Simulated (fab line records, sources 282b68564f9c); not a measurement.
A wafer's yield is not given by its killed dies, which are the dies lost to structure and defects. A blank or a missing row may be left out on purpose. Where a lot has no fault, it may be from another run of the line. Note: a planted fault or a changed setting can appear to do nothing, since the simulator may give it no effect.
Which tool was responsible? || flow ritCmos || 14 lots with 42 wafers sampled at 2 steps, on a route of 202 steps

== WHAT THE GAUGES SHOWED, per wafer ==
RIT_GATE_CD_MEAS_16 targets a cd of 150 nm. Usual: 150.2 nm for cdNm, sd 2.6.
{"lot": "L749", "measured": "day 2 16:08", "on": "cdSem-02", "cdNm (nm)": "146.4 147.6 147.8", "flag": ""}
{"lot": "L750", "measured": "day 2 20:15", "on": "cdSem-02", "cdNm (nm)": "152.3 150.1 150.5", "flag": ""}
{"lot": "L751", "measured": "day 3 01:36", "on": "cdSem-01", "cdNm (nm)": "149.4 151.7 151.2", "flag": ""}
{"lot": "L753", "measured": "day 3 15:09", "on": "cdSem-02", "cdNm (nm)": "158.4 155.6 154.8", "flag": ""}
{"lot": "L754", "measured": "day 3 17:27", "on": "cdSem-02", "cdNm (nm)": "148.1 150.6 149.6", "flag": ""}
{"lot": "L755", "measured": "day 3 23:13", "on": "cdSem-01", "cdNm (nm)": "166.1 165.6 165.7", "flag": "OFF"}
{"lot": "L757", "measured": "day 4 05:56", "on": "cdSem-02", "cdNm (nm)": "162.6 162.8 165.5", "flag": "OFF"}
{"lot": "L759", "measured": "day 4 20:19", "on": "cdSem-02", "cdNm (nm)": "153.8 152.2 153.0", "flag": ""}
{"lot": "L762", "measured": "day 5 16:24", "on": "cdSem-01", "cdNm (nm)": "153.3 154.9 152.8", "flag": ""}
{"lot": "L764", "measured": "day 5 19:17", "on": "cdSem-01", "cdNm (nm)": "150.0 145.1 150.4", "flag": ""}
{"lot": "L766", "measured": "day 6 12:43", "on": "cdSem-01", "cdNm (nm)": "152.4 149.2 151.8", "flag": ""}
{"lot": "L767", "measured": "day 7 00:29", "on": "cdSem-01", "cdNm (nm)": "147.5 151.5 148.9", "flag": ""}
{"lot": "L768", "measured": "day 7 03:32", "on": "cdSem-01", "cdNm (nm)": "145.0 145.8 146.5", "flag": ""}
{"lot": "L771", "measured": "day 7 22:41", "on": "cdSem-02", "cdNm (nm)": "152.2 154.0 153.3", "flag": ""}

== EACH LOT AND THE TOOL THAT RAN IT (in order: tool; ch and the chambers of the sampled wafers; start) ==
{"lot": "L749", "RIT_GATE_COAT_11": "lithoTrack-03 ch 0, day 2 15:07"}
{"lot": "L750", "RIT_GATE_COAT_11": "lithoTrack-02 ch 0, day 2 19:26"}
{"lot": "L751", "RIT_GATE_COAT_11": "lithoTrack-02 ch 0, day 3 00:46"}
{"lot": "L753", "RIT_GATE_COAT_11": "lithoTrack-03 ch 0, day 3 14:14"}
{"lot": "L754", "RIT_GATE_COAT_11": "lithoTrack-03 ch 0, day 3 16:37"}
{"lot": "L755", "RIT_GATE_COAT_11": "lithoTrack-03 ch 0, day 3 22:31"}
{"lot": "L757", "RIT_GATE_COAT_11": "lithoTrack-03 ch 0, day 4 05:07"}
{"lot": "L759", "RIT_GATE_COAT_11": "lithoTrack-01 ch 0, day 4 19:38"}
{"lot": "L762", "RIT_GATE_COAT_11": "lithoTrack-02 ch 0, day 5 15:35"}
{"lot": "L764", "RIT_GATE_COAT_11": "lithoTrack-02 ch 0, day 5 18:35"}
{"lot": "L766", "RIT_GATE_COAT_11": "lithoTrack-01 ch 0, day 6 12:01"}
{"lot": "L767", "RIT_GATE_COAT_11": "lithoTrack-02 ch 0, day 6 23:39"}
{"lot": "L768", "RIT_GATE_COAT_11": "lithoTrack-03 ch 0, day 7 02:47"}
{"lot": "L771", "RIT_GATE_COAT_11": "lithoTrack-03 ch 0, day 7 21:37"}
- RIT_GATE_COAT_11: resist thk 850 nm.

== WHAT THE TOOLS THEMSELVES READ (means of the sampled wafers that have a number; where no wafer has one, the mark that the record gives instead) ==
The record holds no such reading with a usual standard deviation.

== THE ANSWER, worked out from the rows above alone ==
Rule: lot off if the mean of its wafers having a number is beyond 3 standard deviations from the usual mean. A lot without any number at a reading at which 4 lots or more have one is off too. Where the step has rows for the other lots, those lots are counted as sound. After the gauges, taken in route order, come the tools' own readings; for these a lot's mean is taken, as printed above. At the first step where some lot is off, the reading lying furthest off is the one used; lots without a number count as furthest.
Off: L755, L757 (RIT_GATE_CD_MEAS_16, cdNm).
If a tool, at a process step before that reading, ran all the lots that are off and no sound lot after the first of them, it fits. Gauges at RIT_GATE_CD_MEAS_16: tried the same way as those tools. No candidate that was tried fits.

== WHAT THE SIMULATOR PUT IN ==
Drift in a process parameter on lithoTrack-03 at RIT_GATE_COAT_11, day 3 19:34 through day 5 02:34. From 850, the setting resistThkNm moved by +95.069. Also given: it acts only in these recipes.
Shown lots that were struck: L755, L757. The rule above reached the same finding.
